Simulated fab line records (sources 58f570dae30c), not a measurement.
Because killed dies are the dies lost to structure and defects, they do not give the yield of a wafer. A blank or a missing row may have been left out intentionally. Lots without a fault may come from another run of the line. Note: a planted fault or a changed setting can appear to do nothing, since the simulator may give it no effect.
A single fault, viewed from 2 desks :: flow berkeley_cmos170 :: what lay behind the numbers comes last; until then each desk has only its own

AT THE METROLOGY DESK
Means of the sampled wafers that have a number, per lot and without regard to the tool the lot ran on: this is what the gauges read. Marked OUT: a lot whose mean sits more than 4 standard deviations from the usual mean, which makes it out of limits; the brackets give that distance.
Columns: A = cd_nm at UCB170_V2_CD_MEAS_90, usual 700.0 nm; B = M3_AL_RS at UCB170_M3_RS_MEAS_02, usual 0.0323 ohm/sq; C = M3_AL_THK at UCB170_M3_THK_MEAS_03, usual 892 nm
lot: L271
first seen here: day 9 07:20
A: 700.7
B: 0.0319
C: 900

lot: L274
first seen here: day 9 23:47
A: 699.8
B: 0.0323
C: 894

lot: L277
first seen here: day 10 19:19
A: 700.9
B: 0.0320
C: 902

lot: L278
first seen here: day 11 01:13
A: 700.7
B: 0.0320
C: 904

lot: L285
first seen here: day 12 14:11
A: 699.9
B: 0.0321
C: 891
This desk's finding: nothing out of limits on any of the 5 lots.

FOR THE TOOL OWNER'S DESK: litho_track-04
Per lot that ran on this tool, the mean of the sampled wafers carrying a number, from the tool's own readings at UCB170_M3_SOFTBAKE_11 (time 60 s). Marked OUT: a lot whose mean sits more than 4 standard deviations from the usual mean, which makes it out of limits; the brackets give that distance.
Columns: A = heater_power_total_W at UCB170_M3_SOFTBAKE_11, usual 56.80 W; B = run_length_s at UCB170_M3_SOFTBAKE_11, usual 89.06 s
lot: L274
first seen here: day 10 01:00
A: 56.80
B: 89.25

lot: L277
first seen here: day 10 20:00
A: 56.76
B: 90.74 (+9.4) OUT
This desk finds L277 out of limits, L277 being first, at day 10 20:00 (run_length_s at UCB170_M3_SOFTBAKE_11). Within limits: L274.

BROUGHT TOGETHER
At day 10 20:00, on L277, the tool owner's desk was in a position to raise an alarm.
From the metrology desk's view, nothing was out of limits.
The metrology desk has L277 on record, within its limits.
The lots listed all ran UCB170_M3_SOFTBAKE_11 on litho_track-04.

WHAT HAD BEEN PUT IN BY THE SIMULATOR
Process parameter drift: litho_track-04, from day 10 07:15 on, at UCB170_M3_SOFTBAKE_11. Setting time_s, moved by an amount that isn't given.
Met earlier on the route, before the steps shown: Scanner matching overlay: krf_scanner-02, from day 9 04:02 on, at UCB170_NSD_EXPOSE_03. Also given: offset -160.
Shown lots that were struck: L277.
Each desk's first reading out of limits, in hours after the fault started: the tool owner's desk, 13.
